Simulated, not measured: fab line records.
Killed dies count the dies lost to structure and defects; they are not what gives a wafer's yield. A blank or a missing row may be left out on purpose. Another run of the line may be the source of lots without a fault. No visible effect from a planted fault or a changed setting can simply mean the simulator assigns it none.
Which tool is to blame?    flow ritCmos    7 lots, 21 wafers sampled, at 1 step of a route of 202

WHAT THE GAUGES SHOWED, per wafer
RIT_ACTIVE_THK_MEAS_02.
lot   measured     on            ACTIVE_OXIDE_THK (nm)
L653  day 2 02:28  filmMetro-03  47.4 47.2 47.4
L657  day 2 18:22  filmMetro-01  46.4 46.7 45.7
L659  day 3 04:07  filmMetro-01  45.4 44.9 45.9
L665  day 4 10:40  filmMetro-02  47.3 47.1 47.9
L667  day 4 20:03  filmMetro-02  48.2 47.9 47.6
L669  day 5 06:23  filmMetro-01  46.7 46.5 47.7
L672  day 5 21:58  filmMetro-02  45.5 45.5 46.6

TOOL THAT RAN EACH LOT (tool first, then ch and the chambers of the sampled wafers, then the start)
The record shows no process step preceding these readings.

THE ANSWER, worked out from the rows above alone
Rule: the usual values come from the lots themselves. Put in order of their means at a reading, lots are off if they are a third of the lots or fewer, leave a main group of 4 or more, and stand apart from it by a gap of 3 or more times the standard deviation of the main group's means; of several such gaps the widest counts. The tables above print the reading to a certain number of digits; a main group whose means all agree to those digits is not used. A lot without any number at a reading at which 4 lots or more have one is off too. Any other lot the step has rows for is counted as sound.
Across all readings shown, no lot is off: no conclusion can be drawn from this.

WHAT HAD BEEN PUT IN BY THE SIMULATOR
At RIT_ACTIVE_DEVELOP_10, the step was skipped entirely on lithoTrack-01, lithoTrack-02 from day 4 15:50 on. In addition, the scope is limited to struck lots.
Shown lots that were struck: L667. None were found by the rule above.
